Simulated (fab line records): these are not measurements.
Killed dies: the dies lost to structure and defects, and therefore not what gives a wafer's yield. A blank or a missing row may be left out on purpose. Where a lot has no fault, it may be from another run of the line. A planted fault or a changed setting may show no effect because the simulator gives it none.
fab line records :: flow berkeley_cmos170 :: part 2 of 2: steps 36 to 48 of 48
[record]
  lots = 5
  wafers = 15
  last_day = 12
route steps=331 shown ACTIVE@74 PFIELD@79 FIELD@89 SACOX@97 SCREENOX@100 NVT@104 PVT@115
lots that met no fault: taken from a fault-free run of the same line
start_h: start of the lot's first displayed wafer, in hours after the record's first day :: wait_h: hours from the lot's prior step to this one :: " the same as in the row above :: L1.1+2: a row that stands for several wafers :: - no value, or no start given :: * or withheld: withheld :: < > ~ a bound
route shown NAME@n: a module of which the file shows steps, and the number in the route of the first :: usual: the fault-free wafers' mean and standard deviation :: same: alike in all rows :: chamber/n: place in a boat :: sites: per-site readings :: _std_site: the values' standard deviation :: _edge_site: inner sites' mean taken away from outer sites' mean :: radius_mm: how far each site lies from the wafer's centre :: mask NAME#n: copy n :: behind: the most recent tool/chamber to have shaped the wafer :: hold: reason for holding the lot/hours on hold/outcome of the hold :: device: names the non-switching transistor (n, p or np) :: end of line: the tests these same wafers got at the end of their route :: step lacking rows: just its recipe :: killed: dies lost to structure and defects at the first sort, not the wafer's yield :: map: the dies of a wafer, with x for killed, . for not killed, _ for no die there
set.NAME: the run value of the setting; set.NAME@STEP: its run value at that earlier step :: model.NAME: the simulator's own value behind a step, which no gauge read
certain route steps with their lots: each step a table, each wafer a row
services: a tool's chamber out of use, with start hour (start_h, from the record's first day; less than 0 if before it), hours out, and reason
[[steps]]
[step UCB170_NVT_DEVELOP_05]
[recipe]
  developer = TMAH
  develop_time_s = 45
  resist = KrF
  dev_temp_c = 21
lot.wafer: L074.2+4+6
tool: litho_track-02
chamber: 0
start_h: -
wait_h: -

lot.wafer: L078.1+4+5
tool: litho_track-02
chamber: 0
start_h: -
wait_h: -

lot.wafer: L080.1+2+6
tool: litho_track-03
chamber: 0
start_h: -
wait_h: -

lot.wafer: L085.1+2+4
tool: litho_track-03
chamber: 0
start_h: -
wait_h: -

lot.wafer: L093.1+4+6
tool: litho_track-02
chamber: 0
start_h: -
wait_h: -
[step UCB170_NVT_OVL_MEAS_06]
[usual]
  NVT_OVL = 3/5.1
lot.wafer: L074.2
tool: overlay-02
chamber: -
start_h: 134.44
wait_h: -
NVT_OVL[nm]: -4

lot.wafer: L074.4
tool: overlay-02
chamber: -
start_h: 134.44
wait_h: -
NVT_OVL[nm]: -2

lot.wafer: L074.6
tool: overlay-02
chamber: -
start_h: 134.44
wait_h: -
NVT_OVL[nm]: -4

lot.wafer: L078.1
tool: overlay-01
chamber: -
start_h: 156.57
wait_h: -
NVT_OVL[nm]: 12

lot.wafer: L078.4
tool: overlay-01
chamber: -
start_h: 156.57
wait_h: -
NVT_OVL[nm]: 8

lot.wafer: L078.5
tool: overlay-01
chamber: -
start_h: 156.57
wait_h: -
NVT_OVL[nm]: 6

lot.wafer: L080.1
tool: overlay-01
chamber: -
start_h: 164.23
wait_h: -
NVT_OVL[nm]: -1

lot.wafer: L080.2
tool: overlay-01
chamber: -
start_h: 164.23
wait_h: -
NVT_OVL[nm]: 1

lot.wafer: L080.6
tool: overlay-01
chamber: -
start_h: 164.23
wait_h: -
NVT_OVL[nm]: 6

lot.wafer: L085.1
tool: overlay-01
chamber: -
start_h: 181.90
wait_h: -
NVT_OVL[nm]: -2

lot.wafer: L085.2
tool: overlay-01
chamber: -
start_h: 181.90
wait_h: -
NVT_OVL[nm]: -4

lot.wafer: L085.4
tool: overlay-01
chamber: -
start_h: 181.90
wait_h: -
NVT_OVL[nm]: -2

lot.wafer: L093.1
tool: overlay-02
chamber: -
start_h: 227.67
wait_h: -
NVT_OVL[nm]: 13

lot.wafer: L093.4
tool: overlay-02
chamber: -
start_h: 227.67
wait_h: -
NVT_OVL[nm]: 5

lot.wafer: L093.6
tool: overlay-02
chamber: -
start_h: 227.67
wait_h: -
NVT_OVL[nm]: 10
[step UCB170_NVT_IMPLANT_07]
[recipe]
  species = BF2
  dose_cm2 = 3e+12
  energy_kev = 50
  tilt_deg = 7
[usual]
  beam_energy_keV = 49.998/0.018
lot.wafer: L074.2
tool: implanter-02
chamber: 0
start_h: 134.50
wait_h: 0.0
beam_energy_keV: 50.014

lot.wafer: L074.4
tool: implanter-02
chamber: 0
start_h: 134.50
wait_h: 0.0
beam_energy_keV: 49.998

lot.wafer: L074.6
tool: implanter-02
chamber: 0
start_h: 134.50
wait_h: 0.0
beam_energy_keV: 50.004

lot.wafer: L078.1
tool: implanter-01
chamber: 0
start_h: 156.60
wait_h: 0.0
beam_energy_keV: 49.991

lot.wafer: L078.4
tool: implanter-01
chamber: 0
start_h: 156.60
wait_h: 0.0
beam_energy_keV: 49.992

lot.wafer: L078.5
tool: implanter-01
chamber: 0
start_h: 156.60
wait_h: 0.0
beam_energy_keV: 50.001

lot.wafer: L080.1
tool: implanter-02
chamber: 0
start_h: 164.27
wait_h: 0.0
beam_energy_keV: 50.008

lot.wafer: L080.2
tool: implanter-02
chamber: 0
start_h: 164.27
wait_h: 0.0
beam_energy_keV: 50.006

lot.wafer: L080.6
tool: implanter-02
chamber: 0
start_h: 164.27
wait_h: 0.0
beam_energy_keV: 50.002

lot.wafer: L085.1
tool: implanter-02
chamber: 0
start_h: 181.94
wait_h: 0.0
beam_energy_keV: 49.989

lot.wafer: L085.2
tool: implanter-02
chamber: 0
start_h: 181.94
wait_h: 0.0
beam_energy_keV: 49.980

lot.wafer: L085.4
tool: implanter-02
chamber: 0
start_h: 181.94
wait_h: 0.0
beam_energy_keV: 49.986

lot.wafer: L093.1
tool: implanter-02
chamber: 0
start_h: 227.71
wait_h: 0.0
beam_energy_keV: 50.014

lot.wafer: L093.4
tool: implanter-02
chamber: 0
start_h: 227.71
wait_h: 0.0
beam_energy_keV: 50.012

lot.wafer: L093.6
tool: implanter-02
chamber: 0
start_h: 227.71
wait_h: 0.0
beam_energy_keV: 50.008
[step UCB170_NVT_STRIP_08]
[recipe]
  chemistry = O2
  power_w = 400
  pressure_mtorr = 3500
  platen_temp_c = withheld
  o2_flow_sccm = 400
  overash_fraction = 0.5
[usual]
  drypump_motor_current_A = 5.56/0.3
  o2_flow_sccm = 400.0/1.2
  oes_product_au = 0.735/0.0045
  strip_time_to_endpoint_s = 21.59/0.06
lot.wafer: L074.2
tool: plasma_asher-01
chamber: 1
start_h: 134.62
wait_h: 0.1
drypump_motor_current_A: 5.82
o2_flow_sccm: 399.0
oes_product_au: 0.733
rf_hours_counter_h: 45
strip_time_to_endpoint_s: 21.65

lot.wafer: L074.4
tool: plasma_asher-01
chamber: 1
start_h: 134.62
wait_h: 0.1
drypump_motor_current_A: 5.81
o2_flow_sccm: 401.1
oes_product_au: 0.736
rf_hours_counter_h: -
strip_time_to_endpoint_s: 21.64

lot.wafer: L074.6
tool: plasma_asher-01
chamber: 0
start_h: 134.62
wait_h: 0.1
drypump_motor_current_A: 5.04
o2_flow_sccm: 397.9
oes_product_au: 0.731
rf_hours_counter_h: -
strip_time_to_endpoint_s: 21.58

lot.wafer: L078.1
tool: plasma_asher-01
chamber: 0
start_h: 156.75
wait_h: 0.1
drypump_motor_current_A: 5.05
o2_flow_sccm: 400.0
oes_product_au: 0.732
rf_hours_counter_h: 48
strip_time_to_endpoint_s: 21.58

lot.wafer: L078.4
tool: plasma_asher-01
chamber: 1
start_h: 156.75
wait_h: 0.1
drypump_motor_current_A: 5.80
o2_flow_sccm: 399.7
oes_product_au: 0.731
rf_hours_counter_h: -
strip_time_to_endpoint_s: 21.53

lot.wafer: L078.5
tool: plasma_asher-01
chamber: 1
start_h: 156.75
wait_h: 0.1
drypump_motor_current_A: 5.80
o2_flow_sccm: 400.9
oes_product_au: 0.732
rf_hours_counter_h: -
strip_time_to_endpoint_s: 21.57

lot.wafer: L080.1
tool: plasma_asher-03
chamber: 0
start_h: 164.42
wait_h: 0.1
drypump_motor_current_A: 5.61
o2_flow_sccm: 399.6
oes_product_au: 0.739
rf_hours_counter_h: 33
strip_time_to_endpoint_s: 21.54

lot.wafer: L080.2
tool: plasma_asher-03
chamber: 1
start_h: 164.42
wait_h: 0.1
drypump_motor_current_A: 5.59
o2_flow_sccm: 401.0
oes_product_au: 0.738
rf_hours_counter_h: 33
strip_time_to_endpoint_s: 21.62

lot.wafer: L080.6
tool: plasma_asher-03
chamber: 0
start_h: 164.42
wait_h: 0.1
drypump_motor_current_A: 5.60
o2_flow_sccm: 398.9
oes_product_au: 0.729
rf_hours_counter_h: -
strip_time_to_endpoint_s: 21.50

lot.wafer: L085.1
tool: plasma_asher-03
chamber: 1
start_h: 182.09
wait_h: 0.1
drypump_motor_current_A: 5.59
o2_flow_sccm: 400.8
oes_product_au: 0.727
rf_hours_counter_h: 35
strip_time_to_endpoint_s: 21.62

lot.wafer: L085.2
tool: plasma_asher-03
chamber: 0
start_h: 182.09
wait_h: 0.1
drypump_motor_current_A: 5.60
o2_flow_sccm: 399.1
oes_product_au: 0.736
rf_hours_counter_h: 35
strip_time_to_endpoint_s: 21.66

lot.wafer: L085.4
tool: plasma_asher-03
chamber: 1
start_h: 182.09
wait_h: 0.1
drypump_motor_current_A: 5.60
o2_flow_sccm: 400.7
oes_product_au: 0.739
rf_hours_counter_h: -
strip_time_to_endpoint_s: 21.52

lot.wafer: L093.1
tool: plasma_asher-03
chamber: 1
start_h: 227.86
wait_h: 0.1
drypump_motor_current_A: 5.62
o2_flow_sccm: 401.9
oes_product_au: 0.726
rf_hours_counter_h: 40
strip_time_to_endpoint_s: 21.49

lot.wafer: L093.4
tool: plasma_asher-03
chamber: 0
start_h: 227.86
wait_h: 0.1
drypump_motor_current_A: 5.59
o2_flow_sccm: 400.3
oes_product_au: 0.735
rf_hours_counter_h: -
strip_time_to_endpoint_s: 21.46

lot.wafer: L093.6
tool: plasma_asher-03
chamber: 0
start_h: 227.86
wait_h: 0.1
drypump_motor_current_A: 5.60
o2_flow_sccm: 399.6
oes_product_au: 0.725
rf_hours_counter_h: -
strip_time_to_endpoint_s: 21.48
[step UCB170_NVT_TW_MEAS_09]
[usual]
  NVT_TW = 520/3.6
lot.wafer: L074.2
tool: film_metro-03
chamber: -
start_h: 134.73
wait_h: 0.1
NVT_TW: 517

lot.wafer: L074.4
tool: film_metro-03
chamber: -
start_h: 134.73
wait_h: 0.1
NVT_TW: 516

lot.wafer: L074.6
tool: film_metro-03
chamber: -
start_h: 134.73
wait_h: 0.1
NVT_TW: 517

lot.wafer: L078.1
tool: film_metro-01
chamber: -
start_h: 156.85
wait_h: 0.1
NVT_TW: 526

lot.wafer: L078.4
tool: film_metro-01
chamber: -
start_h: 156.85
wait_h: 0.1
NVT_TW: 523

lot.wafer: L078.5
tool: film_metro-01
chamber: -
start_h: 156.85
wait_h: 0.1
NVT_TW: 526

lot.wafer: L080.1
tool: film_metro-01
chamber: -
start_h: 164.52
wait_h: 0.1
NVT_TW: 524

lot.wafer: L080.2
tool: film_metro-01
chamber: -
start_h: 164.52
wait_h: 0.1
NVT_TW: 525

lot.wafer: L080.6
tool: film_metro-01
chamber: -
start_h: 164.52
wait_h: 0.1
NVT_TW: 523

lot.wafer: L085.1
tool: film_metro-03
chamber: -
start_h: 182.19
wait_h: 0.1
NVT_TW: 521

lot.wafer: L085.2
tool: film_metro-03
chamber: -
start_h: 182.19
wait_h: 0.1
NVT_TW: 518

lot.wafer: L085.4
tool: film_metro-03
chamber: -
start_h: 182.19
wait_h: 0.1
NVT_TW: 519

lot.wafer: L093.1
tool: film_metro-03
chamber: -
start_h: 227.96
wait_h: 0.1
NVT_TW: 524

lot.wafer: L093.4
tool: film_metro-03
chamber: -
start_h: 227.96
wait_h: 0.1
NVT_TW: 522

lot.wafer: L093.6
tool: film_metro-03
chamber: -
start_h: 227.96
wait_h: 0.1
NVT_TW: 521
[step UCB170_NVT_CLEAN_10]
[recipe]
  chemistry = SPM
  temp_c = 120
  time_s = 600
lot.wafer: L074.2+4+6
tool: wet_bench-01
chamber: 2
start_h: 134.78
wait_h: 0.0

lot.wafer: L078.1+4+5
tool: wet_bench-03
chamber: 2
start_h: 160.14
wait_h: 3.3

lot.wafer: L080.1+2+6
tool: wet_bench-02
chamber: 2
start_h: 164.74
wait_h: 0.2

lot.wafer: L085.1+2+4
tool: wet_bench-03
chamber: 2
start_h: 182.25
wait_h: 0.1

lot.wafer: L093.1+4+6
tool: wet_bench-02
chamber: 1
start_h: 230.07
wait_h: 2.1
[step UCB170_PVT_HMDS_00]
[recipe]
  prime_time_s = 60
  prime_temp_c = 100
[same]
  prime_time_s = 60
lot.wafer: L074.2+4+6
tool: litho_track-04
chamber: 0
start_h: 135.45
wait_h: 0.5

lot.wafer: L078.1+4+5
tool: litho_track-04
chamber: 0
start_h: 160.32
wait_h: 0.0

lot.wafer: L080.1+2+6
tool: litho_track-04
chamber: 0
start_h: 164.92
wait_h: 0.0

lot.wafer: L085.1+2+4
tool: litho_track-01
chamber: 0
start_h: 182.69
wait_h: 0.2

lot.wafer: L093.1+4+6
tool: litho_track-01
chamber: 0
start_h: 230.42
wait_h: 0.0
[step UCB170_PVT_COAT_01]
[recipe]
  resist = KrF
  spin_rpm = 1500
  resist_thk_nm = 900
lot.wafer: L074.2+4+6
tool: litho_track-04
chamber: 0
start_h: 135.60
wait_h: 0.1

lot.wafer: L078.1+4+5
tool: litho_track-04
chamber: 0
start_h: 160.47
wait_h: 0.1

lot.wafer: L080.1+2+6
tool: litho_track-04
chamber: 0
start_h: 165.07
wait_h: 0.1

lot.wafer: L085.1+2+4
tool: litho_track-01
chamber: 0
start_h: 182.84
wait_h: 0.1

lot.wafer: L093.1+4+6
tool: litho_track-01
chamber: 0
start_h: 230.57
wait_h: 0.1
[step UCB170_PVT_SOFTBAKE_02]
[recipe]
  resist = KrF
  temp_c = 130
  time_s = 60
lot.wafer: L074.2+4+6
tool: litho_track-04
chamber: 0
start_h: 135.75
wait_h: 0.1

lot.wafer: L078.1+4+5
tool: litho_track-04
chamber: 0
start_h: 160.62
wait_h: 0.1

lot.wafer: L080.1+2+6
tool: litho_track-04
chamber: 0
start_h: 165.22
wait_h: 0.1

lot.wafer: L085.1+2+4
tool: litho_track-01
chamber: 0
start_h: 182.99
wait_h: 0.1

lot.wafer: L093.1+4+6
tool: litho_track-01
chamber: 0
start_h: 230.72
wait_h: 0.1
[step UCB170_PVT_EXPOSE_03]
[recipe]
  mask_id = NWELL
  target_cd_nm = 3000
  na = 0.5
  sigma_outer = 0.6
  source_shape = conventional
  dose_mj = 30
[same]
  sigma_outer = 0.6
lot.wafer: L074.2+4+6
tool: krf_scanner-01
chamber: 0
start_h: 135.89
wait_h: 0.1
mask: NWELL#0

lot.wafer: L078.1+4+5
tool: krf_scanner-02
chamber: 0
start_h: 160.77
wait_h: 0.1
mask: NWELL#0

lot.wafer: L080.1+2+6
tool: krf_scanner-01
chamber: 0
start_h: 165.62
wait_h: 0.4
mask: NWELL#0

lot.wafer: L085.1+2+4
tool: krf_scanner-02
chamber: 0
start_h: 183.14
wait_h: 0.1
mask: NWELL#0

lot.wafer: L093.1+4+6
tool: krf_scanner-02
chamber: 0
start_h: 230.99
wait_h: 0.2
mask: NWELL#0
[step UCB170_PVT_PEB_04]
[recipe]
  peb_temp_c = 130
  peb_time_s = withheld
  resist = KrF
lot.wafer: L074.2+4+6
tool: litho_track-01
chamber: 0
start_h: 136.12
wait_h: 0.2

lot.wafer: L078.1+4+5
tool: litho_track-04
chamber: 0
start_h: 161.04
wait_h: 0.3

lot.wafer: L080.1+2+6
tool: litho_track-01
chamber: 0
start_h: 165.79
wait_h: 0.2

lot.wafer: L085.1+2+4
tool: litho_track-02
chamber: 0
start_h: 183.80
wait_h: 0.6

lot.wafer: L093.1+4+6
tool: litho_track-02
chamber: 0
start_h: 231.10
wait_h: 0.1
[step UCB170_PVT_DEVELOP_05]
[recipe]
  developer = TMAH
  develop_time_s = 45
  resist = KrF
  dev_temp_c = 21
lot.wafer: L074.2+4+6
tool: litho_track-01
chamber: 0
start_h: -
wait_h: -

lot.wafer: L078.1+4+5
tool: litho_track-04
chamber: 0
start_h: -
wait_h: -

lot.wafer: L080.1+2+6
tool: litho_track-01
chamber: 0
start_h: -
wait_h: -

lot.wafer: L085.1+2+4
tool: litho_track-02
chamber: 0
start_h: -
wait_h: -

lot.wafer: L093.1+4+6
tool: litho_track-02
chamber: 0
start_h: -
wait_h: -
[step UCB170_PVT_OVL_MEAS_06]
[usual]
  PVT_OVL = 4/4.8
lot.wafer: L074.2
tool: overlay-01
chamber: -
start_h: 136.38
wait_h: -
PVT_OVL[nm]: 2

lot.wafer: L074.4
tool: overlay-01
chamber: -
start_h: 136.38
wait_h: -
PVT_OVL[nm]: 8

lot.wafer: L074.6
tool: overlay-01
chamber: -
start_h: 136.38
wait_h: -
PVT_OVL[nm]: 0

lot.wafer: L078.1
tool: overlay-02
chamber: -
start_h: 161.32
wait_h: -
PVT_OVL[nm]: 14

lot.wafer: L078.4
tool: overlay-02
chamber: -
start_h: 161.32
wait_h: -
PVT_OVL[nm]: 11

lot.wafer: L078.5
tool: overlay-02
chamber: -
start_h: 161.32
wait_h: -
PVT_OVL[nm]: 7

lot.wafer: L080.1
tool: overlay-01
chamber: -
start_h: 166.07
wait_h: -
PVT_OVL[nm]: 6

lot.wafer: L080.2
tool: overlay-01
chamber: -
start_h: 166.07
wait_h: -
PVT_OVL[nm]: 4

lot.wafer: L080.6
tool: overlay-01
chamber: -
start_h: 166.07
wait_h: -
PVT_OVL[nm]: 12

lot.wafer: L085.1
tool: overlay-02
chamber: -
start_h: 184.08
wait_h: -
PVT_OVL[nm]: 10

lot.wafer: L085.2
tool: overlay-02
chamber: -
start_h: 184.08
wait_h: -
PVT_OVL[nm]: 2

lot.wafer: L085.4
tool: overlay-02
chamber: -
start_h: 184.08
wait_h: -
PVT_OVL[nm]: 2

lot.wafer: L093.1
tool: overlay-01
chamber: -
start_h: 231.38
wait_h: -
PVT_OVL[nm]: 2

lot.wafer: L093.4
tool: overlay-01
chamber: -
start_h: 231.38
wait_h: -
PVT_OVL[nm]: 6

lot.wafer: L093.6
tool: overlay-01
chamber: -
start_h: 231.38
wait_h: -
PVT_OVL[nm]: 7
[[services]]
tool: furnace-02
chamber: -
start_h: 72.44
hours: 2.8
kind: pm

tool: krf_scanner-01
chamber: -
start_h: 77.77
hours: 1.0
kind: repair

tool: rie_diel-02
chamber: 0
start_h: 77.93
hours: 1.2
kind: repair

tool: rie_diel-02
chamber: 1
start_h: 105.40
hours: 1.8
kind: repair

tool: plasma_asher-02
chamber: -
start_h: 108.75
hours: 9.0
kind: pm

tool: rie_diel-02
chamber: 0
start_h: 114.34
hours: 15.7
kind: repair

tool: krf_scanner-01
chamber: -
start_h: 118.72
hours: 4.0
kind: pm

tool: rie_diel-02
chamber: 2
start_h: 121.63
hours: 10.7
kind: repair

tool: krf_scanner-01
chamber: -
start_h: 123.77
hours: 1.9
kind: repair

tool: krf_scanner-01
chamber: -
start_h: 124.70
hours: 1.5
kind: repair

tool: krf_scanner-02
chamber: -
start_h: 132.79
hours: 1.3
kind: pm

tool: plasma_asher-04
chamber: -
start_h: 137.63
hours: 0.6
kind: repair

tool: krf_scanner-01
chamber: -
start_h: 141.27
hours: 1.0
kind: pm

tool: krf_scanner-01
chamber: -
start_h: 150.08
hours: 3.6
kind: pm

tool: krf_scanner-02
chamber: -
start_h: 164.89
hours: 4.0
kind: pm

tool: krf_scanner-02
chamber: -
start_h: 168.91
hours: 0.8
kind: pm

tool: krf_scanner-02
chamber: -
start_h: 170.39
hours: 1.0
kind: pm

tool: furnace-01
chamber: -
start_h: 197.81
hours: 16.0
kind: pm

tool: krf_scanner-01
chamber: -
start_h: 197.88
hours: 0.8
kind: pm

tool: wet_bench-01
chamber: -
start_h: 200.35
hours: 40.4
kind: pm

tool: plasma_asher-03
chamber: -
start_h: 214.98
hours: 1.8
kind: repair

tool: krf_scanner-02
chamber: -
start_h: 215.48
hours: 0.8
kind: pm

tool: krf_scanner-01
chamber: -
start_h: 228.95
hours: 1.3
kind: pm

tool: rie_diel-02
chamber: 3
start_h: 229.61
hours: 1.3
kind: repair
